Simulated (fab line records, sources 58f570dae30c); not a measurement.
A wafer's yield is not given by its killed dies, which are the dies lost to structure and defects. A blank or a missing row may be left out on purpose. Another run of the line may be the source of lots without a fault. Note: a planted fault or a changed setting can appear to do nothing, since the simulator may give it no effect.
Comparing a struck lot with a sound one ; flow berkeley-cmos170 ; 16 steps out of a route of 331
Sound: wafers L306.2, L306.5, L306.6. Struck: wafer L313.4. (L313.1, L313.2 of the same lot were not struck and are left out.) The cause comes at the end.
Each step with rows lists, per side, the tool, then ch with its chambers, then its first start. Under that, the readings that differ: sound wafers ; struck wafers ; difference of the means ; sigmas: that difference in standard deviations of wafers without a fault.
alike: a reading whose means differ by less than 2 such deviations, as well as words and numbers matching on both sides. not compared: withheld readings; readings where some wafer has no value; bounds like >300 that might hide an equal value; numbers whose values overlap and for which the record gives no deviation.
The two part at a step that has a row with sigmas, a row that says differs or no value, or rows on one side only. Non-overlapping numbers with no deviation appear without sigmas and do not part them. A reading that every wafer of one side lacks parts them only if that side has two wafers or more.

UCB170_V2_CMP_02: polishes SiO2.
  sound on cmp-01 ch 0,3, day 8 21:55; struck on cmp-01 ch 3, day 10 10:11
  alike: motor-current-A
UCB170_V2_BOW_MEAS_03:
  sound on film-metro-03, day 8 22:11; struck on film-metro-04, day 10 10:26
reading;sound;struck;difference;sigmas
V2_BOW (um);31 41 43;53;+15;+2
UCB170_V2_THK_MEAS_04:
  sound on film-metro-03, day 8 22:18; struck on film-metro-04, day 10 10:33
reading;sound;struck;difference;sigmas
V2_POLISHED_THK (nm);1001.3 1000.8 1002.2;998.5;-2.9;-2
then, 7 steps without rows for these wafers: UCB170_V2_CLEAN_05 (cleans in DIW); UCB170_V2_HMDS_06 (prime time 60 s); UCB170_V2_COAT_07 (resist thk 900 nm); UCB170_V2_SOFTBAKE_08 (time 60 s); UCB170_V2_EXPOSE_09 (exposes mask VIA2, target cd 700 nm); UCB170_V2_PEB_10; UCB170_V2_DEVELOP_11 (develop time 45 s).
UCB170_V2_CD_MEAS_12 targets a cd of 700 nm.
  sound on cd-sem-02, day 9 01:14; struck on cd-sem-02, day 10 13:19
  alike: cd-nm
UCB170_V2_OVL_MEAS_13:
  sound on overlay-01, day 9 01:20; struck on overlay-01, day 10 13:26
  alike: V2_OVL
UCB170_V2_ETCH_14: etches SiO2 in CHF3/CF4/Ar, stops on Al, target depth 1250 nm, time 291 s.
  sound on rie-diel-03 ch 0,1,2, day 9 01:22; struck on rie-diel-03 ch 1, day 10 13:29
reading;sound;struck;difference;sigmas
rf-fwd-power-W (W);697.9 699.1 697.7;415.0;-283.2;-99 or more
model.KrF_of_V2_COAT_07.thk-nm (nm);606.3 615.1 613.2;668.6;+57.1;
model.V2.feature-depth-nm (nm);1002 1001 1002;979.5;-22.2;
model.etch.depth-nm (nm);1001 1001 1002;979.5;-21.8;
  alike: drypump-motor-current-A, oes-product-au, throttle-valve-pct
  not compared: rf-hours-counter-h
UCB170_V2_STRIP_15: strips in O2.
  sound on plasma-asher-04 ch 0,1, day 9 01:33; struck on plasma-asher-02 ch 1, day 10 13:40
reading;sound;struck;difference;sigmas
strip-time-to-endpoint-s (s);15.24 15.44 15.40;16.64;+1.28;+12
  alike: drypump-motor-current-A, oes-product-au
  not compared: rf-hours-counter-h
UCB170_V2_CD_MEAS_90 targets a cd of 700 nm.
  sound on cd-sem-02, day 9 01:46; struck on cd-sem-02, day 10 14:03
reading;sound;struck;difference;sigmas
cd-nm (nm);699.4 699.3 701.3;693.3;-6.7;-6
  not compared: hold
then, 1 step without rows for these wafers: UCB170_M3_PRE_CLEAN_00 (preclean etch time 60 s).

## WHERE THEY PART
First at UCB170_V2_BOW_MEAS_03; last, within this record, at UCB170_V2_CD_MEAS_90.

WHY: the cause the simulator had injected
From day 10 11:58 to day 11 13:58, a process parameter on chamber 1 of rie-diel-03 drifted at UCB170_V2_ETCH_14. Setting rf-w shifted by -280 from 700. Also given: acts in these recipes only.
